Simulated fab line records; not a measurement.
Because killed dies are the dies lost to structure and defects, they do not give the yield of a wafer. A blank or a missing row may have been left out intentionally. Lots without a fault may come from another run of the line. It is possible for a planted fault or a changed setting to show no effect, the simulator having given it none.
A lot that was struck, set against a sound lot | flow berkeley-cmos170 | 43 out of 331 route steps
Sound: these wafers, L307.1, L307.4, L307.6. Wafers struck: L305.3, L305.4, L305.6. The cause is given at the end.
At each step with rows: each side's tool, then ch and its chambers, then its first start. Under that, the readings that differ: sound wafers | struck wafers | difference of the means | sigmas: that difference in standard deviations of wafers without a fault.
alike: words and numbers the same on both sides, and readings whose means are apart by under 2 such deviations; not compared: readings that were withheld, readings missing a value for some wafer, numbers with overlapping values and no deviation given by the record, and bounds like >300 which may hide the same value.
The two part at a step that has a row with sigmas, a row that says differs or no value, or rows on one side only. When numbers do not overlap yet have no deviation, they are printed without sigmas and do not part them. A reading missing from all wafers of one side parts the sides only when that side holds two or more wafers.

first, 6 steps without rows for these wafers: UCB170_NSD_CLEAN_11 (cleans in SPM, time 600 s); UCB170_BACKSIDE_HMDS_00 (prime time 60 s); UCB170_BACKSIDE_COAT_01 (resist thk 900 nm); UCB170_BACKSIDE_SOFTBAKE_02 (time 60 s); UCB170_BACKSIDE_STRIP_03 (strips in O2); UCB170_BACKSIDE_CLEAN_04 (cleans in SPM, time 600 s).
UCB170_SDANNEAL_RTA_00: time 10 s.
  sound on rtp-anneal-02 ch 0, day 12 06:02; struck on rtp-anneal-01 ch 0, day 11 22:54
  reading            | sound             | struck            | difference | sigmas
  lamp-power-pct (%) | 25.06 25.05 25.07 | 24.77 24.83 24.81 | -0.26      | -2
  wafer_temp_C_max   | 903.0 902.3 903.6 | 904.1 904.7 905.0 | +1.6       | +2
  alike: anneal-temp-c-max
then, 1 step without rows for these wafers: UCB170_SDANNEAL_RTA_01 (time 5 s).
UCB170_SDANNEAL_RS_MEAS_02: uses a four-point probe to measure.
  struck on film-metro-03, day 11 23:02; sound on film-metro-04, day 12 06:10
  alike: PSD_RS
UCB170_SDANNEAL_RS_MEAS_03: uses a four-point probe to measure.
  struck on film-metro-03, day 11 23:10; sound on film-metro-04, day 12 06:17
  reading         | sound             | struck            | difference | sigmas
  NSD_RS (ohm/sq) | 37.31 37.42 37.34 | 37.01 37.19 36.98 | -0.30      | -3
UCB170_SDANNEAL_RS_MEAS_04: uses a four-point probe to measure.
  struck on film-metro-03, day 11 23:17; sound on film-metro-04, day 12 06:24
  alike: PLDD_RS
UCB170_SDANNEAL_RS_MEAS_05: uses a four-point probe to measure.
  struck on film-metro-03, day 11 23:24; sound on film-metro-04, day 12 06:31
  reading          | sound             | struck            | difference | sigmas
  NLDD_RS (ohm/sq) | 621.2 621.8 624.0 | 619.1 618.0 618.9 | -3.7       | -2
UCB170_SILICIDE_PRE_CLEAN_00: preclean etch time 60 s.
  struck on pvd-sputter-01, day 11 23:29; sound on pvd-sputter-04, day 12 06:38
then, 1 step without rows for these wafers: UCB170_SILICIDE_SPUTTER_01 (material Ti, target thk 30 nm, time 25 s).
UCB170_SILICIDE_RS_MEAS_02: uses a four-point probe to measure.
  struck on film-metro-01, day 11 23:37; sound on film-metro-03, day 12 06:44
  reading                 | sound          | struck         | difference | sigmas
  SILICIDE_TI_RS (ohm/sq) | 27.5 27.6 27.4 | 27.0 26.7 26.6 | -0.7       | -2
UCB170_SILICIDE_THK_MEAS_03: measures by xrf.
  struck on film-metro-01, day 11 23:43; sound on film-metro-03, day 12 06:52
  alike: SILICIDE_TI_THK
UCB170_SILICIDE_RTA_04: time 15 s.
  sound on rtp-anneal-02 ch 0, day 12 06:55; struck on rtp-anneal-02 ch 0, day 11 23:47
  alike: anneal-temp-c-max, lamp-power-pct, wafer_temp_C_max
then, 3 steps without rows for these wafers: UCB170_SILICIDE_WET_ETCH_05 (etches Ti in SPM, time 45 s); UCB170_CONTACT_CLEAN_00 (cleans in SPM, time 600 s); UCB170_CONTACT_CVD_01 (deposits PSG from SiH4/O2/PH3, target thk 700 nm, time 2820 s).
UCB170_CONTACT_THK_MEAS_02:
  struck on film-metro-03, day 12 01:50; sound on film-metro-03, day 12 09:22
  alike: CONTACT_PSG_THK
then, 3 steps without rows for these wafers: UCB170_CONTACT_HMDS_03 (prime time 60 s); UCB170_CONTACT_COAT_04 (resist thk 900 nm); UCB170_CONTACT_SOFTBAKE_05 (time 60 s).
UCB170_CONTACT_STRIP_06: strips in O2.
  sound on plasma-asher-01 ch 0,1, day 12 09:53; struck on plasma-asher-04 ch 0,1, day 12 02:21
  alike: drypump-motor-current-A, oes-product-au, strip-time-to-endpoint-s
  not compared: rf-hours-counter-h
then, 1 step without rows for these wafers: UCB170_CONTACT_CLEAN_07 (cleans in SPM, time 600 s).
UCB170_CONTACT_RTA_08: time 10.27 s.
  sound on rtp-anneal-02 ch 0, day 12 10:10; struck on rtp-anneal-02 ch 0, day 12 02:37
  alike: anneal-temp-c-max, lamp-power-pct, wafer_temp_C_max
then, 6 steps without rows for these wafers: UCB170_CONTACT_COAT_09; UCB170_CONTACT_COAT_10 (resist thk 900 nm); UCB170_CONTACT_SOFTBAKE_11 (time 60 s); UCB170_CONTACT_EXPOSE_12 (exposes mask CONT, target cd 700 nm); UCB170_CONTACT_PEB_13; UCB170_CONTACT_DEVELOP_14 (develop time 45 s).
UCB170_CONTACT_CD_MEAS_15: target cd 700 nm.
  struck on cd-sem-01, day 12 03:32; sound on cd-sem-01, day 12 11:16
  reading    | sound             | struck            | difference | sigmas
  cd-nm (nm) | 699.9 700.5 700.8 | 704.6 705.0 702.5 | +3.6       | +3
UCB170_CONTACT_OVL_MEAS_16:
  struck on overlay-01, day 12 03:38; sound on overlay-01, day 12 11:23
  alike: CONTACT_OVL
UCB170_CONTACT_ETCH_17: etches BARC in N2/H2.
  sound on rie-diel-03 ch 0,1,2, day 12 11:25; struck on rie-diel-01 ch 0,1, day 12 03:40
  alike: drypump-motor-current-A, oes-product-au, throttle-valve-pct
then, 2 steps without rows for these wafers: UCB170_CONTACT_ETCH_18 (etches PSG in CHF3/CF4/Ar, stops on TiSi2, target depth 840 nm, time 195 s); UCB170_CONTACT_STRIP_19 (strips in O2).
UCB170_CONTACT_CD_MEAS_90: target cd 700 nm.
  struck on cd-sem-02, day 12 03:58; sound on cd-sem-01, day 12 11:41
  reading    | sound             | struck            | difference | sigmas
  cd-nm (nm) | 699.6 701.0 700.7 | 705.8 706.6 705.1 | +5.4       | +3
then, 2 steps without rows for these wafers: UCB170_CONTACT_CLEAN_20 (cleans in SPM, time 600 s); UCB170_M1_SPUTTER_00 (material Al, target thk 600 nm, time 80 s).
UCB170_M1_RS_MEAS_01: uses a four-point probe to measure.
  struck on film-metro-02, day 12 04:20; sound on film-metro-02, day 12 12:02
  alike: M1_AL_RS
UCB170_M3_PROBE_99:
  the record has rows for the struck wafers here (prober-02, day 12 18:44) and none for the sound ones

WHERE THEY PART
At UCB170_SDANNEAL_RTA_00 first; at UCB170_M3_PROBE_99 last (within this record only).

WHY: what had been put in by the simulator
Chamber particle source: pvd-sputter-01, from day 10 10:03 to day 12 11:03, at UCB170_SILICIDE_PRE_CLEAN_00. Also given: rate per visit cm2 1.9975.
